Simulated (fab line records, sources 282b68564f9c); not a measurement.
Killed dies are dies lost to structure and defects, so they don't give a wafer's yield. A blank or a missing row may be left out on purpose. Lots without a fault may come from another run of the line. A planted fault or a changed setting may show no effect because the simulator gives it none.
Which tool did it? | flow rit_cmos | 14 lots, 42 wafers sampled, at 3 steps of a route of 202

WHAT THE GAUGES READ, wafer by wafer
RIT_NWELL_TW_MEAS_10.
lot  | measured    | on            | NWELL_TW
L855 | day 2 02:33 | film_metro-03 | 2168 2155 2156
L857 | day 2 09:49 | film_metro-01 | 2154 2150 2167
L860 | day 3 01:11 | film_metro-01 | 2185 2185 2178
L863 | day 3 15:06 | film_metro-01 | 2178 2173 2177
L864 | day 3 20:40 | film_metro-01 | 2156 2171 2166
L865 | day 4 05:32 | film_metro-02 | 2145 2140 2148
L866 | day 4 09:40 | film_metro-02 | 2142 2142 2146
L868 | day 4 19:51 | film_metro-01 | 2165 2158 2164
L872 | day 5 12:59 | film_metro-02 | 2132 2137 2144
L873 | day 5 18:27 | film_metro-01 | 2252 2257 2252
L874 | day 5 23:17 | film_metro-02 | 2226 2233 2232
L875 | day 6 05:02 | film_metro-01 | 2137 2141 2135
L876 | day 6 09:02 | film_metro-01 | 2152 2151 2144
L878 | day 6 21:06 | film_metro-02 | 2150 2153 2158

RIT_WELLDRIVE_RS_MEAS_01: measures by four-point-probe.
lot  | measured    | on            | NWELL_RS (ohm/sq)
L855 | day 2 09:16 | film_metro-02 | 275.7 276.6 276.6
L857 | day 2 19:45 | film_metro-01 | 274.7 274.4 275.4
L860 | day 3 11:01 | film_metro-03 | 274.5 275.1 274.9
L863 | day 3 22:43 | film_metro-02 | 276.9 276.5 276.3
L864 | day 4 05:58 | film_metro-01 | 276.1 276.9 277.3
L865 | day 4 12:20 | film_metro-03 | 276.4 277.1 276.5
L866 | day 4 17:48 | film_metro-01 | 275.8 275.6 276.6
L868 | day 5 03:36 | film_metro-02 | 273.9 274.8 275.1
L872 | day 5 22:11 | film_metro-03 | 276.3 276.7 276.5
L873 | day 6 02:10 | film_metro-03 | 272.3 271.9 271.9
L874 | day 6 07:13 | film_metro-02 | 271.8 271.5 272.4
L875 | day 6 12:19 | film_metro-02 | 277.4 276.6 277.2
L876 | day 6 15:44 | film_metro-01 | 274.7 275.1 275.7
L878 | day 7 03:57 | film_metro-03 | 274.7 274.5 274.7

WHICH TOOL RAN EACH LOT (tool, then ch and the chambers of the sampled wafers, then the start)
lot  | RIT_NWELL_IMPLANT_08
L855 | implanter-01 ch 0, day 2 02:16
L857 | implanter-04 ch 0, day 2 09:29
L860 | implanter-01 ch 0, day 3 00:50
L863 | implanter-01 ch 0, day 3 14:46
L864 | implanter-04 ch 0, day 3 20:22
L865 | implanter-04 ch 0, day 4 05:13
L866 | implanter-04 ch 0, day 4 09:20
L868 | implanter-01 ch 0, day 4 19:32
L872 | implanter-02 ch 0, day 5 12:40
L873 | implanter-01 ch 0, day 5 18:08
L874 | implanter-01 ch 0, day 5 22:58
L875 | implanter-04 ch 0, day 6 04:43
L876 | implanter-02 ch 0, day 6 08:43
L878 | implanter-02 ch 0, day 6 20:47
- RIT_NWELL_IMPLANT_08

WHAT THE TOOLS THEMSELVES READ (means of the sampled wafers that have a number; where no wafer has one, the mark that the record gives instead)
RIT_NWELL_IMPLANT_08.
lot  | tool         | beam_energy_keV | beam_on_s (s) | tilt_deg (degrees)
L855 | implanter-01 | 169.99          | 10.00         | 6.999
L857 | implanter-04 | 170.00          | 10.06         | 6.963
L860 | implanter-01 | 169.96          | 10.00         | 6.996
L863 | implanter-01 | 170.06          | 9.88          | 6.995
L864 | implanter-04 | 170.00          | 10.26         | 7.029
L865 | implanter-04 | 170.06          | 10.21         | 6.997
L866 | implanter-04 | 170.00          | 10.03         | 6.980
L868 | implanter-01 | 169.97          | 9.84          | 7.029
L872 | implanter-02 | 169.99          | 9.92          | 6.995
L873 | implanter-01 | 214.20          | 9.94          | 7.027
L874 | implanter-01 | 214.21          | 10.03         | 6.993
L875 | implanter-04 | 169.97          | 10.02         | 6.988
L876 | implanter-02 | 169.99          | 10.14         | 7.007
L878 | implanter-02 | 169.97          | 9.94          | 6.995

THE ANSWER, worked out from the rows above alone
Rule: what is usual is taken from the lots themselves. Put in order of their means at a reading, lots are off if they are a third of the lots or fewer, leave a main group of 4 or more, and stand apart from it by a gap of 3 or more times the standard deviation of the main group's means; of several such gaps the widest counts. A main group whose means are all the same, to the digits that the tables above print for the reading, isn't used. A lot without any number at a reading at which 4 lots or more have one is off too. The other lots that the step has rows for count as sound. The gauges are gone through in route order, then the tools' own readings, and for those a lot's mean is taken as printed above. The first step at which some lot is off is used, and at that step the reading that is off furthest; a lot without a number counts as furthest.
Off: L873, L874, at RIT_NWELL_TW_MEAS_10 (NWELL_TW). The main group: mean 2156, standard deviation 14.
A tool fits if, at a process step before that reading, it ran every lot that is off, and no sound lot after the first of them. The gauges at RIT_NWELL_TW_MEAS_10 aren't tried: what is off there is off at RIT_NWELL_IMPLANT_08 too, on other tools, and a gauge's error can't cause that. One fits: implanter-01 at RIT_NWELL_IMPLANT_08. Its last sound lot is L868 (day 4 19:32), its first lot that is off L873 (day 5 18:08): a fault that began between those two fits.
The tool's own readings at RIT_NWELL_IMPLANT_08 bear it out: on the lots that are off they differ by more than 5 times the standard deviation of the sound lots' means. beam_energy_keV reads 214.20 there against 170.00 on the sound lots.

WHAT THE SIMULATOR HAD PUT IN
Process parameter drift: implanter-01, from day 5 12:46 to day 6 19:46, at RIT_NWELL_IMPLANT_08. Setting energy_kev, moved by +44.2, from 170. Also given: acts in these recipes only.
Lots struck among those shown: L873, L874. The rule above found the same.
